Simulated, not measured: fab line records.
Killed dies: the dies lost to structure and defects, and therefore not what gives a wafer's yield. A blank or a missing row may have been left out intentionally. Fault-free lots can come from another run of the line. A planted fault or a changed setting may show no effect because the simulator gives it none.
fab line records	flow berkeleyCmos170	part 2 of 2: steps 31 to 43 of 43
[record] lots = 5	wafers = 15	lastDay = 11
route steps=331 shown NSD@188 BACKSIDE@199 SDANNEAL@204 PSD@206 PLDD@208 NLDD@209 SILICIDE@210 CONTACT@216
lots with no fault: from the same line, run without faults
startH: hours from the record's opening day to when the first of the lot's shown wafers began	waitH: hours elapsed since this lot's preceding step	" the same as in the row above	L1.1+2: a single row standing in for several wafers	- either no value or no given start	* or withheld: withheld	< > ~ a bound
route shown NAME@n: NAME is a module with steps in the file, n the number in the route of the first one	usual: mean/standard deviation taken from wafers without a fault	same: alike in all rows	chamber/n: place in a boat	sites: the reading at each site	_std_site: the standard deviation of these	_edge_site: inner sites' mean taken away from outer sites' mean	radiusMm: for every site, how far away it sits from the centre of the wafer	mask NAME#n: copy n	behind: tool/chamber where the wafer was last shaped	hold: what put the lot on hold/how long, in hours/how the hold closed	device: which transistor (n, p or np) failed to switch	end of line: the tests these same wafers got at the end of their route	for a step that has no rows: nothing shown but its recipe	killed: the dies lost at the first sort to structure and to defects; this is not the yield of the wafer	map: shows each die of a wafer: x if killed, . if not, _ if none is there
set.NAME: setting as actually run; set.NAME@STEP: the setting as run at that earlier step	model.NAME: the simulator's own value behind a step, which no gauge read
certain route steps with their lots: each step a table, each wafer a row
services: when a tool's chamber went out of use (startH, in hours from the record's first day, below 0 if earlier), for how many hours, and the reason
[[steps]]
[step UCB170_CONTACT_THK_MEAS_02]
[recipe] reads = PSG_of_CONTACT_CVD_01
[usual] CONTACT_PSG_THK = 701/8.1
lot.wafer	tool	chamber	startH	waitH	CONTACT_PSG_THK[nm]
L076.3	filmMetro-04	-	144.05	0.0	708
L076.4	"	-	"	"	704
L076.5	"	-	"	"	709
L079.2	filmMetro-01	-	161.00	0.0	708
L079.3	"	-	"	"	709
L079.6	"	-	"	"	710
L078.2	filmMetro-04	-	161.49	0.0	694
L078.4	"	-	"	"	698
L078.5	"	-	"	"	699
L091.2	filmMetro-02	-	223.75	0.0	709
L091.4	"	-	"	"	706
L091.5	"	-	"	"	703
L096.1	filmMetro-04	-	245.66	0.0	707
L096.2	"	-	"	"	702
L096.4	"	-	"	"	702
[step UCB170_CONTACT_HMDS_03]
[recipe] primeTimeS = 60	primeTempC = 100
[same] primeTimeS = 60
lot.wafer	tool	chamber	startH	waitH
L076.3+4+5	lithoTrack-01	0	144.22	0.2
L079.2+3+6	lithoTrack-04	0	161.21	0.2
L078.2+4+5	lithoTrack-03	0	161.56	0.1
L091.2+4+5	lithoTrack-04	0	223.93	0.2
L096.1+2+4	lithoTrack-01	0	245.90	0.2
[step UCB170_CONTACT_COAT_04]
[recipe] resist = KrF	spinRpm = 1500	resistThkNm = 900
lot.wafer	tool	chamber	startH	waitH
L076.3+4+5	lithoTrack-01	0	144.37	0.1
L079.2+3+6	lithoTrack-04	0	161.36	0.1
L078.2+4+5	lithoTrack-03	0	161.71	0.1
L091.2+4+5	lithoTrack-04	0	224.08	0.1
L096.1+2+4	lithoTrack-01	0	246.05	0.1
[step UCB170_CONTACT_SOFTBAKE_05]
[recipe] resist = KrF	tempC = 130	timeS = 60
lot.wafer	tool	chamber	startH	waitH
L076.3+4+5	lithoTrack-01	0	144.52	0.1
L079.2+3+6	lithoTrack-04	0	161.51	0.1
L078.2+4+5	lithoTrack-03	0	161.86	0.1
L091.2+4+5	lithoTrack-04	0	224.23	0.1
L096.1+2+4	lithoTrack-01	0	246.20	0.1
[step UCB170_CONTACT_STRIP_06]
[recipe] chemistry = O2	powerW = 400	pressureMtorr = 3500	platenTempC = withheld	o2FlowSccm = 400	overashFraction = 0.5
[usual] drypumpMotorCurrentA = 5.74/0.16	oesProductAu = 0.734/0.0048	stripTimeToEndpointS = 21.99/0.054
lot.wafer	tool	chamber	startH	waitH	drypumpMotorCurrentA	oesProductAu	rfHoursCounterH	stripTimeToEndpointS
L076.3	plasmaAsher-04	0	144.65	0.1	5.74	0.732	-	21.94
L076.4	"	1	"	"	5.96	0.733	-	22.03
L076.5	"	0	"	"	5.78	0.730	-	21.98
L079.2	plasmaAsher-04	0	161.64	0.1	5.77	0.738	46	21.96
L079.3	"	0	"	"	5.78	0.734	-	21.95
L079.6	"	1	"	"	5.93	0.738	-	21.98
L078.2	plasmaAsher-04	1	161.99	0.1	5.91	0.734	46	21.94
L078.4	"	1	"	"	5.92	0.731	-	21.95
L078.5	"	1	"	"	5.90	0.733	-	21.98
L091.2	plasmaAsher-04	0	224.36	0.1	5.78	0.741	53	22.04
L091.4	"	1	"	"	5.91	0.744	-	21.95
L091.5	"	1	"	"	5.97	0.735	-	22.06
L096.1	plasmaAsher-03	0	246.35	0.1	5.86	0.734	47	21.90
L096.2	"	1	"	"	5.48	0.723	47	21.96
L096.4	"	0	"	"	5.85	0.734	-	21.92
[step UCB170_CONTACT_CLEAN_07]
[recipe] chemistry = SPM	tempC = 120	timeS = 600
lot.wafer	tool	chamber	startH	waitH
L076.3+4+5	wetBench-01	1	144.83	0.1
L079.2+3+6	wetBench-01	1	161.74	0.1
L078.2+4+5	wetBench-01	3	162.09	0.1
L091.2+4+5	wetBench-01	3	224.46	0.1
L096.1+2+4	wetBench-04	3	246.82	0.4
[step UCB170_CONTACT_RTA_08]
[recipe] tempC = 900	timeS = 10	ambient = N2
[usual] lampPowerPct = 23.8/1.1	wafer_temp_C_max = 904.0/0.97
lot.wafer	tool	chamber	startH	waitH	lampPowerPct	wafer_temp_C_max
L076.3	rtpAnneal-01	0	145.04	0.0	22.6	904.0
L076.4	"	0	"	"	22.6	903.3
L076.5	"	0	"	"	22.6	906.0
L079.2	rtpAnneal-02	0	161.92	0.0	24.7	902.7
L079.3	"	0	"	"	24.7	903.5
L079.6	"	0	"	"	24.8	903.7
L078.2	rtpAnneal-01	0	162.27	0.0	22.6	906.9
L078.4	"	0	"	"	22.6	905.1
L078.5	"	0	"	"	22.6	903.9
L091.2	rtpAnneal-01	0	224.65	0.0	22.6	902.5
L091.4	"	0	"	"	22.6	905.4
L091.5	"	0	"	"	22.6	904.2
L096.1	rtpAnneal-02	0	247.01	0.0	24.8	902.5
L096.2	"	0	"	"	24.7	904.5
L096.4	"	0	"	"	24.8	905.1
[step UCB170_CONTACT_COAT_09]
[recipe] resist = BARC	tempC = withheld	timeS = withheld	spinRpm = 3000	resistThkNm = withheld
lot.wafer	tool	chamber	startH	waitH
L076.3+4+5	lithoTrack-04	0	145.14	0.1
L079.2+3+6	lithoTrack-03	0	162.46	0.5
L078.2+4+5	lithoTrack-01	0	163.34	1.1
L091.2+4+5	lithoTrack-03	0	224.73	0.1
L096.1+2+4	lithoTrack-04	0	247.07	0.1
[step UCB170_CONTACT_COAT_10]
[recipe] resist = KrF	spinRpm = 1500	resistThkNm = 900
lot.wafer	tool	chamber	startH	waitH
L076.3+4+5	lithoTrack-04	0	-	-
L079.2+3+6	lithoTrack-03	0	-	-
L078.2+4+5	lithoTrack-01	0	-	-
L091.2+4+5	lithoTrack-03	0	-	-
L096.1+2+4	lithoTrack-04	0	-	-
[step UCB170_CONTACT_SOFTBAKE_11]
[recipe] resist = KrF	tempC = 130	timeS = 60
lot.wafer	tool	chamber	startH	waitH
L076.3+4+5	lithoTrack-04	0	-	-
L079.2+3+6	lithoTrack-03	0	-	-
L078.2+4+5	lithoTrack-01	0	-	-
L091.2+4+5	lithoTrack-03	0	-	-
L096.1+2+4	lithoTrack-04	0	-	-
[step UCB170_CONTACT_EXPOSE_12]
[recipe] maskId = CONT	targetCdNm = 700	na = 0.5	sigmaOuter = 0.6	sourceShape = conventional	doseMj = 35
[usual] focusOffsetNm = 0.1/0.57	reticleTempC = 23.02/0.11
lot.wafer	tool	chamber	startH	waitH	mask	focusOffsetNm	reticleTempC
L076.3	krfScanner-01	0	145.70	-	CONT#0	0.5	23.08
L076.4	"	0	"	"	CONT#0	0.4	22.94
L076.5	"	0	"	"	CONT#0	0.1	22.96
L079.2	krfScanner-01	0	162.91	-	CONT#0	-0.9	22.96
L079.3	"	0	"	"	CONT#0	-0.2	23.13
L079.6	"	0	"	"	CONT#0	-0.1	23.02
L078.2	krfScanner-01	0	163.78	-	CONT#0	-0.2	23.12
L078.4	"	0	"	"	CONT#0	-0.3	23.08
L078.5	"	0	"	"	CONT#0	-1.1	23.09
L091.2	krfScanner-02	0	225.17	-	CONT#0	-0.7	22.97
L091.4	"	0	"	"	CONT#0	-0.8	23.08
L091.5	"	0	"	"	CONT#0	-0.8	23.14
L096.1	krfScanner-01	0	247.65	-	CONT#0	0.1	22.97
L096.2	"	0	"	"	CONT#0	-0.1	23.20
L096.4	"	0	"	"	CONT#0	0.6	23.18
[step UCB170_CONTACT_PEB_13]
[recipe] pebTempC = 130	pebTimeS = withheld	resist = KrF
lot.wafer	tool	chamber	startH	waitH
L076.3+4+5	lithoTrack-04	0	145.83	0.1
L079.2+3+6	lithoTrack-01	0	163.79	0.9
L078.2+4+5	lithoTrack-04	0	164.37	0.6
L091.2+4+5	lithoTrack-03	0	225.29	0.1
L096.1+2+4	lithoTrack-04	0	247.76	0.1
[step UCB170_CONTACT_DEVELOP_14]
[recipe] developer = TMAH	developTimeS = 45	resist = KrF	devTempC = 21
lot.wafer	tool	chamber	startH	waitH
L076.3+4+5	lithoTrack-04	0	-	-
L079.2+3+6	lithoTrack-01	0	-	-
L078.2+4+5	lithoTrack-04	0	-	-
L091.2+4+5	lithoTrack-03	0	-	-
L096.1+2+4	lithoTrack-04	0	-	-
[[services]]
tool	chamber	startH	hours	kind
pvdSputter-02	-	119.78	1.6	repair
implanter-02	-	123.98	17.7	pm
implanter-03	-	135.73	2.8	repair
implanter-03	-	141.73	5.8	pm
implanter-04	-	144.05	1.5	repair
implanter-04	-	155.87	2.1	repair
krfScanner-02	-	157.80	4.4	pm
plasmaAsher-03	-	159.30	5.2	repair
implanter-02	-	165.70	4.6	pm
krfScanner-01	0	168.42	-	calibration
krfScanner-02	-	173.47	1.0	pm
pvdSputter-02	-	176.56	1.8	repair
pvdSputter-04	-	179.06	0.8	repair
krfScanner-01	-	189.38	3.6	pm
krfScanner-02	-	193.84	1.1	repair
pvdSputter-02	3	204.91	-	consumableReplace:kit
pvdSputter-02	3	204.91	18.0	scheduledDown
rtpAnneal-01	-	207.46	3.7	pm
krfScanner-01	-	210.27	4.0	pm
krfScanner-01	-	222.11	1.0	pm
rtpAnneal-02	-	223.18	2.6	pm
krfScanner-01	-	224.19	1.3	pm
wetBench-03	-	235.75	1.0	repair
implanter-02	-	244.94	2.4	repair
